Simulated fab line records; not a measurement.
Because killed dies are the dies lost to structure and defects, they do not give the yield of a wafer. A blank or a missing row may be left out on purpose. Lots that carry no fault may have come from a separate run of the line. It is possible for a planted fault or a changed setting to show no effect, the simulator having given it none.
Which of the tools did it? / flow berkeley cmos170 / 39 wafers from 13 lots sampled at 5 of the route's 331 steps

## WHAT THE GAUGES SHOWED, per wafer
UCB170_M1_CD_MEAS_90 targets a cd of 700 nm.
lot=L816; measured=day 6 20:02; on=cd sem-01; cd nm (nm)=702 701 695
lot=L817; measured=day 7 10:37; on=cd sem-02; cd nm (nm)=702 700 698
lot=L818; measured=day 7 10:50; on=cd sem-01; cd nm (nm)=694 695 696
lot=L819; measured=day 7 19:35; on=cd sem-01; cd nm (nm)=701 700 702
lot=L823; measured=day 8 09:00; on=cd sem-01; cd nm (nm)=696 696 696
lot=L824; measured=day 8 13:11; on=cd sem-01; cd nm (nm)=701 698 702
lot=L828; measured=day 9 08:34; on=cd sem-01; cd nm (nm)=696 695 703
lot=L831; measured=day 9 21:58; on=cd sem-01; cd nm (nm)=694 702 704
lot=L829; measured=day 9 22:52; on=cd sem-01; cd nm (nm)=701 704 702
lot=L832; measured=day 10 16:40; on=cd sem-02; cd nm (nm)=702 705 697
lot=L834; measured=day 10 20:04; on=cd sem-02; cd nm (nm)=701 694 702
lot=L835; measured=day 10 20:19; on=cd sem-01; cd nm (nm)=703 703 702
lot=L838; measured=day 11 06:39; on=cd sem-01; cd nm (nm)=705 701 704

UCB170_V2_THK_MEAS_04.
lot=L816; measured=day 7 07:21; on=film metro-01; V2_POLISHED_THK (nm)=999.3 999.1 998.8
lot=L817; measured=day 7 18:43; on=film metro-01; V2_POLISHED_THK (nm)=1000.1 1001.4 1004.3
lot=L818; measured=day 7 18:25; on=film metro-04; V2_POLISHED_THK (nm)=1000.8 1001.4 1001.7
lot=L819; measured=day 8 04:41; on=film metro-02; V2_POLISHED_THK (nm)=1001.0 1001.4 1001.7
lot=L823; measured=day 8 18:20; on=film metro-02; V2_POLISHED_THK (nm)=1001.0 1000.3 998.0
lot=L824; measured=day 8 22:59; on=film metro-04; V2_POLISHED_THK (nm)=1002.6 1001.0 998.9
lot=L828; measured=day 9 16:57; on=film metro-01; V2_POLISHED_THK (nm)=999.5 1000.0 998.9
lot=L831; measured=day 10 08:11; on=film metro-04; V2_POLISHED_THK (nm)=999.6 998.6 997.6
lot=L829; measured=day 10 10:29; on=film metro-04; V2_POLISHED_THK (nm)=999.1 1350.6 999.8
lot=L832; measured=day 11 06:25; on=film metro-01; V2_POLISHED_THK (nm)=1000.3 998.5 999.7
lot=L834; measured=day 11 06:43; on=film metro-02; V2_POLISHED_THK (nm)=1001.1 1000.3 1001.6
lot=L835; measured=day 11 07:37; on=film metro-01; V2_POLISHED_THK (nm)=1000.8 999.5 1000.8
lot=L838; measured=day 11 18:41; on=film metro-02; V2_POLISHED_THK (nm)=999.1 1000.5 997.8

## TOOL THAT RAN EACH LOT (tool first, then ch and the chambers of the sampled wafers, then the start)
lot=L816; UCB170_V1_ETCH_14=rie diel-02 ch 1,2,3, day 7 03:26; UCB170_V1_STRIP_15=plasma asher-04 ch 0,1, day 7 03:37; UCB170_V2_CMP_02=cmp-02 ch 1,3, day 7 06:58
lot=L817; UCB170_V1_ETCH_14=rie diel-04 ch 0,2,3, day 7 14:35; UCB170_V1_STRIP_15=plasma asher-04 ch 0,1, day 7 14:46; UCB170_V2_CMP_02=cmp-01 ch 0,1,2, day 7 18:17
lot=L818; UCB170_V1_ETCH_14=rie diel-03 ch 0,1,3, day 7 14:21; UCB170_V1_STRIP_15=plasma asher-02 ch 0, day 7 14:31; UCB170_V2_CMP_02=cmp-01 ch 0,1,3, day 7 18:02
lot=L819; UCB170_V1_ETCH_14=rie diel-04 ch 0,1, day 8 00:55; UCB170_V1_STRIP_15=plasma asher-04 ch 0,1, day 8 01:07; UCB170_V2_CMP_02=cmp-01 ch 2,3, day 8 04:15
lot=L823; UCB170_V1_ETCH_14=rie diel-02 ch 0,3, day 8 14:46; UCB170_V1_STRIP_15=plasma asher-02 ch 0,1, day 8 14:59; UCB170_V2_CMP_02=cmp-02 ch 0,1,2, day 8 17:54
lot=L824; UCB170_V1_ETCH_14=rie diel-02 ch 0,3, day 8 19:12; UCB170_V1_STRIP_15=plasma asher-01 ch 0,1, day 8 19:23; UCB170_V2_CMP_02=cmp-01 ch 0,1,2, day 8 22:34
lot=L828; UCB170_V1_ETCH_14=rie diel-04 ch 1,2,3, day 9 13:05; UCB170_V1_STRIP_15=plasma asher-02 ch 0,1, day 9 13:16; UCB170_V2_CMP_02=cmp-02 ch 1,2, day 9 16:31
lot=L831; UCB170_V1_ETCH_14=rie diel-03 ch 0,1,3, day 10 04:01; UCB170_V1_STRIP_15=plasma asher-01 ch 0,1, day 10 04:13; UCB170_V2_CMP_02=cmp-02 ch 0,2,3, day 10 07:51
lot=L829; UCB170_V1_ETCH_14=rie diel-02 ch 1,2, day 10 05:58; UCB170_V1_STRIP_15=plasma asher-04 ch 0,1, day 10 06:11; UCB170_V2_CMP_02=cmp-01 ch 1,2,3, day 10 10:05
lot=L832; UCB170_V1_ETCH_14=rie diel-02 ch 0,1,2, day 11 00:49; UCB170_V1_STRIP_15=plasma asher-01 ch 0,1, day 11 01:01; UCB170_V2_CMP_02=cmp-02 ch 1,2, day 11 05:58
lot=L834; UCB170_V1_ETCH_14=rie diel-03 ch 1,2,3, day 11 02:28; UCB170_V1_STRIP_15=plasma asher-02 ch 0,1, day 11 02:41; UCB170_V2_CMP_02=cmp-02 ch 1,2,3, day 11 06:23
lot=L835; UCB170_V1_ETCH_14=rie diel-02 ch 0,2,3, day 11 02:58; UCB170_V1_STRIP_15=plasma asher-01 ch 0,1, day 11 03:09; UCB170_V2_CMP_02=cmp-02 ch 1,2, day 11 07:14
lot=L838; UCB170_V1_ETCH_14=rie diel-03 ch 1,2,3, day 11 14:47; UCB170_V1_STRIP_15=plasma asher-01 ch 0,1, day 11 14:58; UCB170_V2_CMP_02=cmp-02 ch 2,3, day 11 18:16
- UCB170_V1_ETCH_14: etches SiO2 in CHF3/CF4/Ar, stops on Al, target depth 1250 nm, time 291 s.
- UCB170_V1_STRIP_15: strips in O2.
- UCB170_V2_CMP_02: polishes SiO2.

## WHAT THE TOOLS THEMSELVES READ (means of the sampled wafers that have a number; where no wafer has one, the mark that the record gives instead)
UCB170_V1_ETCH_14.
lot=L816; tool=rie diel-02; drypump motor current A (A)=6.0; oes product au (a.u.)=0.867; throttle valve pct (%)=7.04
lot=L817; tool=rie diel-04; drypump motor current A (A)=6.0; oes product au (a.u.)=0.878; throttle valve pct (%)=6.83
lot=L818; tool=rie diel-03; drypump motor current A (A)=5.4; oes product au (a.u.)=0.872; throttle valve pct (%)=6.91
lot=L819; tool=rie diel-04; drypump motor current A (A)=5.3; oes product au (a.u.)=0.896; throttle valve pct (%)=6.94
lot=L823; tool=rie diel-02; drypump motor current A (A)=5.9; oes product au (a.u.)=0.860; throttle valve pct (%)=7.04
lot=L824; tool=rie diel-02; drypump motor current A (A)=5.7; oes product au (a.u.)=0.868; throttle valve pct (%)=7.11
lot=L828; tool=rie diel-04; drypump motor current A (A)=5.8; oes product au (a.u.)=0.876; throttle valve pct (%)=6.92
lot=L831; tool=rie diel-03; drypump motor current A (A)=5.4; oes product au (a.u.)=0.873; throttle valve pct (%)=6.90
lot=L829; tool=rie diel-02; drypump motor current A (A)=5.7; oes product au (a.u.)=0.872; throttle valve pct (%)=7.10
lot=L832; tool=rie diel-02; drypump motor current A (A)=5.7; oes product au (a.u.)=0.878; throttle valve pct (%)=7.10
lot=L834; tool=rie diel-03; drypump motor current A (A)=5.9; oes product au (a.u.)=0.870; throttle valve pct (%)=6.93
lot=L835; tool=rie diel-02; drypump motor current A (A)=5.7; oes product au (a.u.)=0.859; throttle valve pct (%)=7.08
lot=L838; tool=rie diel-03; drypump motor current A (A)=5.8; oes product au (a.u.)=0.867; throttle valve pct (%)=6.93

UCB170_V1_STRIP_15.
lot=L816; tool=plasma asher-04; drypump motor current A (A)=5.9; o2 flow sccm (sccm)=400.2; oes product au (a.u.)=0.722; strip time to endpoint s (s)=15.35
lot=L817; tool=plasma asher-04; drypump motor current A (A)=6.0; o2 flow sccm (sccm)=398.3; oes product au (a.u.)=0.726; strip time to endpoint s (s)=15.26
lot=L818; tool=plasma asher-02; drypump motor current A (A)=5.7; o2 flow sccm (sccm)=398.5; oes product au (a.u.)=0.722; strip time to endpoint s (s)=15.15
lot=L819; tool=plasma asher-04; drypump motor current A (A)=5.9; o2 flow sccm (sccm)=401.6; oes product au (a.u.)=0.718; strip time to endpoint s (s)=15.22
lot=L823; tool=plasma asher-02; drypump motor current A (A)=5.5; o2 flow sccm (sccm)=400.8; oes product au (a.u.)=0.721; strip time to endpoint s (s)=15.46
lot=L824; tool=plasma asher-01; drypump motor current A (A)=5.3; o2 flow sccm (sccm)=401.4; oes product au (a.u.)=0.724; strip time to endpoint s (s)=15.44
lot=L828; tool=plasma asher-02; drypump motor current A (A)=5.6; o2 flow sccm (sccm)=401.1; oes product au (a.u.)=0.722; strip time to endpoint s (s)=15.42
lot=L831; tool=plasma asher-01; drypump motor current A (A)=5.2; o2 flow sccm (sccm)=399.4; oes product au (a.u.)=0.722; strip time to endpoint s (s)=15.10
lot=L829; tool=plasma asher-04; drypump motor current A (A)=6.0; o2 flow sccm (sccm)=400.7; oes product au (a.u.)=0.719; strip time to endpoint s (s)=15.37
lot=L832; tool=plasma asher-01; drypump motor current A (A)=5.2; o2 flow sccm (sccm)=400.6; oes product au (a.u.)=0.722; strip time to endpoint s (s)=15.38
lot=L834; tool=plasma asher-02; drypump motor current A (A)=5.6; o2 flow sccm (sccm)=398.6; oes product au (a.u.)=0.723; strip time to endpoint s (s)=15.12
lot=L835; tool=plasma asher-01; drypump motor current A (A)=5.3; o2 flow sccm (sccm)=399.8; oes product au (a.u.)=0.721; strip time to endpoint s (s)=15.38
lot=L838; tool=plasma asher-01; drypump motor current A (A)=5.2; o2 flow sccm (sccm)=399.6; oes product au (a.u.)=0.724; strip time to endpoint s (s)=15.11

UCB170_V2_CMP_02.
lot=L816; tool=cmp-02; motor current A (A)=17.3; slurry flow ml min=150.2
lot=L817; tool=cmp-01; motor current A (A)=15.8; slurry flow ml min=150.0
lot=L818; tool=cmp-01; motor current A (A)=16.2; slurry flow ml min=149.9
lot=L819; tool=cmp-01; motor current A (A)=16.7; slurry flow ml min=150.4
lot=L823; tool=cmp-02; motor current A (A)=16.2; slurry flow ml min=149.9
lot=L824; tool=cmp-01; motor current A (A)=15.8; slurry flow ml min=150.1
lot=L828; tool=cmp-02; motor current A (A)=15.5; slurry flow ml min=149.7
lot=L831; tool=cmp-02; motor current A (A)=16.7; slurry flow ml min=150.1
lot=L829; tool=cmp-01; motor current A (A)=17.2; slurry flow ml min=149.8
lot=L832; tool=cmp-02; motor current A (A)=15.9; slurry flow ml min=150.1
lot=L834; tool=cmp-02; motor current A (A)=17.0; slurry flow ml min=149.9
lot=L835; tool=cmp-02; motor current A (A)=16.6; slurry flow ml min=150.2
lot=L838; tool=cmp-02; motor current A (A)=16.3; slurry flow ml min=150.6

## THE ANSWER, worked out from the rows above alone
Rule: what is usual is taken from the lots themselves. The widest of any qualifying gaps counts: lots, ordered by their means at a reading, are off when they make up no more than a third of the lots, leave a main group of 4 or more, and stand apart from it by 3 or more times the standard deviation of that group's means. A main group is skipped when, at the precision printed for the reading in the tables above, its means are all equal. A lot without any number at a reading at which 4 lots or more have one is off too. Any other lot the step has rows for is counted as sound. Order of review: gauges by route order, followed by the tools' own readings, for which a lot's mean as printed above is used. The first step at which some lot is off is used, and at that step the reading that is off furthest; a lot without a number counts as furthest.
Off: L829, seen at UCB170_V2_THK_MEAS_04 (V2_POLISHED_THK). For the main group the mean is 1000.2 nm and the standard deviation 1.
A tool fits if, at a process step before that reading, it ran every lot that is off, and no sound lot after the first of them. The gauges at UCB170_V2_THK_MEAS_04 are tried like those tools. Can't be told from this: 3 tools fit, plasma asher-04 at UCB170_V1_STRIP_15, cmp-01 at UCB170_V2_CMP_02, film metro-04 at UCB170_V2_THK_MEAS_04.

## WHAT HAD BEEN PUT IN BY THE SIMULATOR
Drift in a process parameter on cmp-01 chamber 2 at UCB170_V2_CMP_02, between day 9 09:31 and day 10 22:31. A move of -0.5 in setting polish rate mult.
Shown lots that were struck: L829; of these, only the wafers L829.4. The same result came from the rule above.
